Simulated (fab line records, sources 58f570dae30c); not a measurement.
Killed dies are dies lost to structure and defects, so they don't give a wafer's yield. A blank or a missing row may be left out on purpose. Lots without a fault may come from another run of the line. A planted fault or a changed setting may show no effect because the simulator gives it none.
fab line records | flow berkeley_cmos170
record lots=13 wafers=39 last_day=15
route steps=331 shown ACTIVE@75 NLDD@164 PSD@184
lots that met no fault: from a run of the same line without faults
start_h: hours from the record's first day to the start of the lot's first wafer shown | wait_h: hours since the lot's step before | " the same as in the row above | L1.1+2: a row that stands for several wafers | - no value, or no start given | * or withheld: withheld | < > ~ a bound
route shown NAME@n: a module of which the file shows steps, and the number in the route of the first | usual: mean/standard deviation of fault-free wafers | same: alike in all rows | chamber/n: place in a boat | sites: the reading at each site | _std_site: their standard deviation | _edge_site: outer sites' mean less inner sites' | radius_mm: how far each site lies from the wafer's centre | mask NAME#n: copy n | behind: the tool/chamber that last shaped the wafer | hold: why the lot was held/for how many hours/how that ended | device: the transistor (n, p or np) that didn't switch | end of line: the same wafers' tests at the end of the route | a step without rows: its recipe alone | killed: dies lost to structure and defects at the first sort, not the wafer's yield | map: a wafer's dies, x killed, . not, _ none there
set.NAME: the setting as run; set.NAME@STEP: as run at that earlier step | model.NAME: the simulator's own value behind a step, which no gauge read
steps of the route over a sample of lots; a table a step, a row a wafer
services: from which hour (start_h, from the record's first day; less than 0 if before it) a tool's chamber was out of use, for how many hours, and why
## steps
# step UCB170_ACTIVE_ETCH_15
# recipe chemistry=CH3F/Ar/O2 target=Si3N4 stop_on=SiO2 CH3F_flow_sccm=20 Ar_flow_sccm=50 O2_flow_sccm=7 pressure_mtorr=50 rf_w=450 target_depth_a=2420 over_etch_frac=0.1 time_s=151
# usual CH3F_flow_sccm=20.01/0.061 chamber_pressure_mTorr=50.00/0.048 drypump_motor_current_A=5.8/0.33 oes_product_au=0.935/0.0081 throttle_valve_pct=8.05/0.084
# columns lot.wafer tool chamber start_h wait_h CH3F_flow_sccm chamber_pressure_mTorr drypump_motor_current_A oes_product_au rf_hours_counter_h throttle_valve_pct
L799.4 rie_diel-01 0 92.94 0.1 20.04 49.98 5.6 0.924 - 8.19
L799.5 " 2 " " 19.91 50.02 5.4 0.934 - 8.02
L799.6 " 0 " " 20.00 49.93 5.6 0.917 - 8.19
L801.2 rie_diel-02 3 101.43 0.0 20.14 49.92 5.7 0.933 12 7.96
L801.3 " 2 " " 20.04 50.02 6.0 0.940 0 8.15
L801.4 " 0 " " 20.09 49.96 5.5 0.931 79 8.05
L804.2 rie_diel-01 1 121.17 0.0 19.93 49.99 6.1 0.943 2 8.11
L804.5 " 2 " " 20.08 50.07 5.4 0.943 - 8.05
L804.6 " 1 " " 19.80 50.03 6.1 0.931 - 8.10
L806.1 rie_diel-04 1 125.60 0.0 19.96 50.00 6.3 0.947 15 8.10
L806.2 " 2 " " 20.12 50.02 6.4 0.931 10 7.97
L806.4 " 0 " " 20.01 49.93 5.7 0.934 2 8.17
L807.2 rie_diel-01 1 125.86 0.0 20.02 49.97 6.0 0.935 2 8.12
L807.4 " 3 " " 20.08 50.09 5.7 0.939 - 7.95
L807.5 " 2 " " 20.17 50.03 5.4 0.944 - 8.03
L808.1 rie_diel-01 2 139.67 0.0 19.93 50.02 5.4 0.933 4 8.03
L808.4 " 0 " " 20.06 50.02 5.6 0.936 - 8.18
L808.6 " 1 " " 20.01 49.99 6.1 0.930 - 8.10
L811.1 rie_diel-01 0 146.37 0.0 19.96 49.96 5.6 0.933 1 8.19
L811.3 " 2 " " 20.08 49.91 5.4 0.935 4 8.03
L811.6 " 2 " " 20.03 49.98 5.4 0.925 - 8.03
L810.2 rie_diel-02 3 146.61 0.0 19.97 50.01 5.7 0.941 13 7.95
L810.5 " 1 " " 20.02 49.97 6.4 0.936 - 8.06
L810.6 " 0 " " 19.98 50.05 5.5 0.934 - 8.05
L815.3 rie_diel-01 0 168.81 0.0 19.94 50.00 5.6 0.922 2 8.20
L815.4 " 1 " " 19.99 49.96 6.0 0.925 4 8.08
L815.5 " 1 " " 19.96 49.98 6.0 0.930 - 8.10
L814.2 rie_diel-02 0 169.05 0.0 20.12 49.96 5.5 0.950 82 8.06
L814.3 " 1 " " 19.93 50.02 6.4 0.933 84 8.04
L814.4 " 3 " " 20.01 49.94 5.7 0.941 14 7.96
L820.1 rie_diel-01 2 216.08 0.0 20.02 49.85 5.4 0.940 7 8.01
L820.4 " 1 " " 20.00 49.96 6.0 0.933 6 8.11
L820.6 " 3 " " 20.06 50.06 5.8 0.937 - 7.94
L821.3 rie_diel-02 2 216.32 0.0 19.99 49.96 6.0 0.941 4 8.16
L821.5 " 1 " " 20.01 50.05 6.4 0.917 - 8.05
L821.6 " 2 " " 20.08 50.12 6.0 0.936 - 8.18
L822.1 rie_diel-01 2 227.24 0.0 20.05 49.98 5.4 0.939 8 8.01
L822.5 " 1 " " 20.06 49.96 6.1 0.937 - 8.12
L822.6 " 3 " " 19.99 50.00 5.7 0.937 - 7.96
# step UCB170_ACTIVE_STRIP_16
# recipe chemistry=O2 power_w=400 pressure_mtorr=3500 platen_temp_c=withheld o2_flow_sccm=400 overash_fraction=0.5
# usual chamber_pressure_mTorr=3500.0/3 drypump_motor_current_A=5.8/0.44 oes_product_au=0.722/0.0041 strip_time_to_endpoint_s=18.06/0.075
# columns lot.wafer tool chamber start_h wait_h chamber_pressure_mTorr drypump_motor_current_A oes_product_au rf_hours_counter_h strip_time_to_endpoint_s
L799.4 plasma_asher-01 1 93.07 0.1 3506.6 5.5 0.721 - 18.11
L799.5 " 1 " " 3499.9 5.5 0.724 - 18.09
L799.6 " 0 " " 3504.1 6.3 0.721 - 18.03
L801.2 plasma_asher-02 0 101.53 0.1 3501.9 5.2 0.726 36 18.12
L801.3 " 0 " " 3503.3 5.2 0.724 - 17.99
L801.4 " 1 " " 3502.4 6.0 0.726 - 18.02
L804.2 plasma_asher-02 1 121.27 0.1 3499.8 6.1 0.723 39 18.12
L804.5 " 0 " " 3499.6 5.2 0.722 - 18.14
L804.6 " 1 " " 3503.8 6.0 0.721 - 18.09
L806.1 plasma_asher-02 0 125.70 0.1 3498.7 5.2 0.724 39 18.00
L806.2 " 1 " " 3500.4 6.0 0.720 39 18.15
L806.4 " 0 " " 3500.0 5.2 0.728 - 18.09
L807.2 plasma_asher-03 1 125.96 0.1 3497.0 5.6 0.724 1 17.99
L807.4 " 0 " " 3498.0 6.4 0.725 - 18.06
L807.5 " 1 " " 3501.1 5.6 0.714 - 17.95
L808.1 plasma_asher-02 0 139.77 0.1 3502.9 5.2 0.715 41 18.08
L808.4 " 0 " " 3499.1 5.2 0.721 - 18.17
L808.6 " 1 " " 3499.3 6.1 0.723 - 18.10
L811.1 plasma_asher-03 0 146.47 0.1 3498.4 6.4 0.733 3 18.09
L811.3 " 1 " " 3496.4 5.7 0.730 - 18.04
L811.6 " 1 " " 3501.2 5.6 0.722 - 18.07
L810.2 plasma_asher-01 1 146.71 0.1 3500.7 5.5 0.727 37 18.15
L810.5 " 1 " " 3503.7 5.5 0.729 - 18.11
L810.6 " 0 " " 3500.0 6.2 0.725 - 18.01
L815.3 plasma_asher-01 1 168.94 0.1 3504.4 5.5 0.722 - 18.09
L815.4 " 0 " " 3499.6 6.3 0.713 - 18.11
L815.5 " 0 " " 3497.9 6.3 0.718 - 18.05
L814.2 plasma_asher-02 1 169.15 0.1 3507.4 6.1 0.724 45 18.03
L814.3 " 1 " " 3496.5 6.1 0.720 - 18.07
L814.4 " 0 " " 3500.5 5.2 0.719 - 18.12
L820.1 plasma_asher-03 0 216.18 0.1 3497.9 6.5 0.723 11 18.08
L820.4 " 0 " " 3503.0 6.5 0.720 - 18.10
L820.6 " 0 " " 3495.8 6.5 0.714 - 18.05
L821.3 plasma_asher-01 1 216.45 0.1 3502.6 5.5 0.729 - 17.98
L821.5 " 1 " " 3499.7 5.5 0.721 - 18.10
L821.6 " 0 " " 3499.6 6.3 0.724 - 17.98
L822.1 plasma_asher-03 0 227.34 0.1 3502.6 6.5 0.719 12 18.08
L822.5 " 1 " " 3502.7 5.6 0.716 - 18.06
L822.6 " 0 " " 3503.8 6.4 0.727 - 17.97
# step UCB170_NLDD_CD_MEAS_06
# recipe target_cd_nm=1200
# usual cd_nm=1199.9/1.4
# columns lot.wafer tool chamber start_h wait_h cd_nm
L799.4 cd_sem-02 - 150.92 - 1200.4
L799.5 " - " " 1199.8
L799.6 " - " " 1199.3
L801.2 cd_sem-01 - 163.56 - 1198.8
L801.3 " - " " 1200.1
L801.4 " - " " 1197.2
L806.1 cd_sem-02 - 190.10 - 1196.8
L806.2 " - " " 1199.1
L806.4 " - " " 1199.1
L804.2 cd_sem-01 - 190.47 - 1197.2
L804.5 " - " " 1197.2
L804.6 " - " " 1198.3
L807.2 cd_sem-01 - 190.59 - 1202.0
L807.4 " - " " 1201.0
L807.5 " - " " 1201.9
L808.1 cd_sem-01 - 209.79 - 1201.1
L808.4 " - " " 1202.6
L808.6 " - " " 1202.4
L811.1 cd_sem-02 - 229.33 - 1198.0
L811.3 " - " " 1197.9
L811.6 " - " " 1200.6
L810.2 cd_sem-01 - 229.59 - 1197.4
L810.5 " - " " 1199.7
L810.6 " - " " 1198.3
L815.3 cd_sem-01 - 258.82 - 1199.8
L815.4 " - " " 1200.8
L815.5 " - " " 1200.4
L814.2 cd_sem-02 - 259.24 - 1199.0
L814.3 " - " " 1199.4
L814.4 " - " " 1199.2
L820.1 cd_sem-02 - 282.73 - 1198.5
L820.4 " - " " 1198.7
L820.6 " - " " 1199.4
L821.3 cd_sem-01 - 283.16 - 1201.1
L821.5 " - " " 1200.9
L821.6 " - " " 1200.2
L822.1 cd_sem-02 - 307.84 - 1198.2
L822.5 " - " " 1198.2
L822.6 " - " " 1199.0
# step UCB170_NLDD_STRIP_10
# recipe chemistry=O2 power_w=400 pressure_mtorr=3500 platen_temp_c=withheld o2_flow_sccm=400 overash_fraction=0.5
# usual chamber_pressure_mTorr=3500/3.4 drypump_motor_current_A=5.8/0.5 oes_product_au=0.735/0.0043 strip_time_to_endpoint_s=21.61/0.055
# columns lot.wafer tool chamber start_h wait_h chamber_pressure_mTorr drypump_motor_current_A oes_product_au rf_hours_counter_h strip_time_to_endpoint_s
L799.4 plasma_asher-01 1 151.35 0.1 3498 5.5 0.736 - 21.69
L799.5 " 1 " " 3502 5.5 0.729 - 21.62
L799.6 " 0 " " 3498 6.3 0.726 - 21.66
L801.2 plasma_asher-03 1 163.99 0.1 3500 5.6 0.739 6 21.61
L801.3 " 0 " " 3494 6.4 0.729 - 21.67
L801.4 " 1 " " 3501 5.7 0.738 - 21.71
L806.1 plasma_asher-04 1 190.55 0.1 3495 5.0 0.735 45 21.57
L806.2 " 0 " " 3504 6.0 0.733 45 21.60
L806.4 " 0 " " 3506 6.0 0.735 - 21.64
L804.2 plasma_asher-03 0 190.91 0.1 3498 6.4 0.739 9 21.55
L804.5 " 1 " " 3495 5.6 0.730 - 21.52
L804.6 " 0 " " 3503 6.4 0.738 - 21.51
L807.2 plasma_asher-04 0 191.03 0.1 3498 6.0 0.730 45 21.58
L807.4 " 0 " " 3500 6.1 0.738 - 21.62
L807.5 " 0 " " 3501 6.0 0.742 - 21.56
L808.1 plasma_asher-04 1 210.24 0.1 3499 5.0 0.738 46 21.61
L808.4 " 1 " " 3502 5.0 0.731 - 21.62
L808.6 " 1 " " 3504 5.0 0.729 - 21.57
L811.1 plasma_asher-03 1 229.79 0.1 3502 5.7 0.740 12 21.71
L811.3 " 0 " " 3503 6.5 0.739 - 21.66
L811.6 " 1 " " 3498 5.7 0.741 - 21.68
L810.2 plasma_asher-04 0 230.03 0.1 3500 6.0 0.985 48 -
L810.5 " 0 " " 3494 6.0 0.983 - -
L810.6 " 1 " " 3499 5.0 0.975 - -
L815.3 plasma_asher-01 1 259.27 0.1 3505 5.5 0.735 - 21.66
L815.4 " 0 " " 3499 6.3 0.747 - 21.60
L815.5 " 0 " " 3496 6.2 0.739 - 21.57
L814.2 plasma_asher-01 0 259.68 0.1 3499 6.2 0.736 48 21.62
L814.3 " 0 " " 3506 6.2 0.734 - 21.59
L814.4 " 1 " " 3499 5.5 0.739 - 21.52
L820.1 plasma_asher-04 0 299.92 0.1 3504 6.0 0.732 55 21.64
L820.4 " 1 " " 3497 5.0 0.734 - 21.65
L820.6 " 0 " " 3499 6.0 0.735 - 21.64
L821.3 plasma_asher-01 1 299.99 0.1 3499 5.5 0.735 - 21.53
L821.5 " 1 " " 3502 5.5 0.727 - 21.56
L821.6 " 0 " " 3499 6.3 0.731 - 21.60
L822.1 plasma_asher-03 0 308.29 0.1 3495 6.5 0.729 20 21.59
L822.5 " 1 " " 3499 5.7 0.739 - 21.65
L822.6 " 0 " " 3497 6.5 0.736 - 21.71
# step UCB170_PSD_STRIP_09
# recipe chemistry=O2 power_w=400 pressure_mtorr=3500 platen_temp_c=withheld o2_flow_sccm=400 overash_fraction=0.5
# usual chamber_pressure_mTorr=3500/3.4 drypump_motor_current_A=5.7/0.48 oes_product_au=0.600/0.0046 strip_time_to_endpoint_s=29.38/0.078
# columns lot.wafer tool chamber start_h wait_h chamber_pressure_mTorr drypump_motor_current_A oes_product_au rf_hours_counter_h strip_time_to_endpoint_s
L799.4 plasma_asher-01 0 161.35 0.1 3506 6.2 0.608 - 29.32
L799.5 " 0 " " 3504 6.3 0.602 - 29.22
L799.6 " 1 " " 3503 5.5 0.603 - 29.33
L801.2 plasma_asher-02 1 173.32 0.1 3498 6.1 0.599 45 29.32
L801.3 " 1 " " 3498 6.0 0.603 - 29.41
L801.4 " 0 " " 3506 5.2 0.591 - 29.44
L806.1 plasma_asher-04 0 201.21 0.1 3504 6.1 0.596 46 29.41
L806.2 " 1 " " 3496 5.0 0.591 46 29.34
L806.4 " 1 " " 3498 5.0 0.600 - 29.43
L804.2 plasma_asher-02 1 201.57 0.1 3500 6.1 0.599 48 29.40
L804.5 " 0 " " 3498 5.2 0.591 - 29.44
L804.6 " 1 " " 3504 6.1 0.596 - 29.48
L807.2 plasma_asher-04 1 201.90 0.1 3504 5.0 0.595 46 29.35
L807.4 " 0 " " 3504 6.0 0.604 - 29.34
L807.5 " 1 " " 3508 5.0 0.600 - 29.39
L808.1 plasma_asher-01 0 222.78 0.1 3497 6.2 0.599 45 29.43
L808.4 " 1 " " 3497 5.5 0.598 - 29.38
L808.6 " 1 " " 3501 5.5 0.604 - 29.32
L811.1 plasma_asher-01 1 239.98 0.1 3501 5.5 0.604 46 29.43
L811.3 " 1 " " 3505 5.4 0.596 - 29.36
L811.6 " 1 " " 3500 5.5 0.601 - 29.42
L810.2 plasma_asher-04 1 240.09 0.1 3499 5.0 0.628 50 38.15
L810.5 " 1 " " 3501 5.0 0.633 - 38.10
L810.6 " 0 " " 3501 6.0 0.635 - 38.18
L815.3 plasma_asher-04 1 266.85 0.1 3496 5.0 0.599 - 29.37
L815.4 " 0 " " 3498 6.0 0.598 - 29.39
L815.5 " 0 " " 3497 6.1 0.601 - 29.37
L814.2 plasma_asher-01 1 267.50 0.1 3508 5.5 0.599 49 29.40
L814.3 " 1 " " 3501 5.5 0.599 - 29.48
L814.4 " 0 " " 3505 6.3 0.601 - 29.48
L820.1 plasma_asher-01 0 308.20 0.1 3497 6.2 0.596 52 29.40
L820.4 " 1 " " 3500 5.5 0.605 - 29.43
L820.6 " 1 " " 3500 5.5 0.601 - 29.22
L821.3 plasma_asher-02 1 308.49 0.1 3495 6.1 0.594 - 29.63
L821.5 " 0 " " 3496 5.2 0.605 - 29.50
L821.6 " 1 " " 3500 6.0 0.603 - 29.52
L822.1 plasma_asher-04 0 316.47 0.1 3503 6.0 0.602 57 29.46
L822.5 " 1 " " 3498 5.0 0.597 - 29.41
L822.6 " 0 " " 3500 6.0 0.607 - 29.44
# step UCB170_PSD_TW_MEAS_10
# usual PSD_TW=2322/20
# columns lot.wafer tool chamber start_h wait_h PSD_TW
L799.4 film_metro-04 - 161.45 0.1 2302
L799.5 " - " " 2303
L799.6 " - " " 2315
L801.2 film_metro-04 - 173.43 0.1 2303
L801.3 " - " " 2299
L801.4 " - " " 2305
L806.1 film_metro-01 - 201.31 0.1 2351
L806.2 " - " " 2340
L806.4 " - " " 2349
L804.2 film_metro-04 - 201.68 0.1 2333
L804.5 " - " " 2335
L804.6 " - " " 2336
L807.2 film_metro-01 - 202.01 0.1 2339
L807.4 " - " " 2346
L807.5 " - " " 2341
L808.1 film_metro-04 - 222.88 0.1 2337
L808.4 " - " " 2326
L808.6 " - " " 2321
L811.1 film_metro-01 - 240.08 0.1 2359
L811.3 " - " " 2365
L811.6 " - " " 2378
L810.2 film_metro-04 - 240.20 0.1 30
L810.5 " - " " 30
L810.6 " - " " 30
L815.3 film_metro-01 - 266.93 0.1 2334
L815.4 " - " " 2351
L815.5 " - " " 2337
L814.2 film_metro-04 - 267.61 0.1 2327
L814.3 " - " " 2336
L814.4 " - " " 2325
L820.1 film_metro-04 - 308.30 0.1 2315
L820.4 " - " " 2329
L820.6 " - " " 2316
L821.3 film_metro-02 - 308.58 0.1 2280
L821.5 " - " " 2282
L821.6 " - " " 2288
L822.1 film_metro-04 - 316.57 0.1 2345
L822.5 " - " " 2327
L822.6 " - " " 2338
## services
# columns tool chamber start_h hours kind
rie_diel-01 1 76.59 1.5 repair
rie_diel-01 1 82.25 - clean
rie_diel-01 1 82.25 13.4 scheduled_down
rie_diel-01 1 82.25 13.4 vent_cycle
rie_diel-01 3 87.05 14.0 repair
rie_diel-01 0 105.52 - clean
plasma_asher-03 - 108.75 9.0 pm
rie_diel-01 3 137.03 3.2 repair
rie_diel-04 3 167.88 20.4 repair
rie_diel-04 2 180.48 4.4 repair
plasma_asher-03 - 192.11 1.7 repair
rie_diel-04 3 196.15 6.2 repair
rie_diel-04 3 210.11 44.7 repair
rie_diel-01 0 217.39 13.7 repair
plasma_asher-01 - 227.22 11.5 repair
rie_diel-02 0 237.11 4.2 repair
rie_diel-02 1 237.38 7.9 repair
rie_diel-04 - 251.17 0.6 repair
rie_diel-04 2 283.17 6.5 repair
rie_diel-02 1 285.86 8.1 repair
rie_diel-04 - 291.52 0.2 repair
rie_diel-02 3 304.69 6.7 repair
rie_diel-02 2 308.51 3.0 repair
rie_diel-02 - 311.70 1.1 repair
## key
first_sign step=UCB170_NLDD_STRIP_10 reading=oes_product_au direction=up sigmas=57 usual=0.735 struck=0.981
effect step=UCB170_PSD_STRIP_09 reading=strip_time_to_endpoint_s direction=up sigmas=99+ usual=* struck=*
effect step=UCB170_PSD_TW_MEAS_10 reading=PSD_TW direction=down sigmas=99+ usual=2322 struck=30
met_at UCB170_NLDD_STRIP_10
struck_lots L810
sort_left_out L810.2,L810.5,L810.6
tester_left_out L810
not_acting_at UCB170_ACTIVE_ETCH_15,UCB170_ACTIVE_STRIP_16,UCB170_NLDD_CD_MEAS_06
onset_between 210.24 230.03
fault kind=strip_aborted tool=plasma_asher-04 chamber=- onset_h=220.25 steps=UCB170_NLDD_STRIP_10 offset=0.6 end_h=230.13
# tester_left_out: of these lots the tester's yield and bins aren't shown, on N5 and GAA mostly nor the transistor test; their killed dies are dies lost to structure and defects alone, not to doping, threshold or leakage, so they don't give the yield
# sort_left_out: the simulated sort isn't trusted on such a fault, so these wafers' sort isn't shown, and their yield isn't known
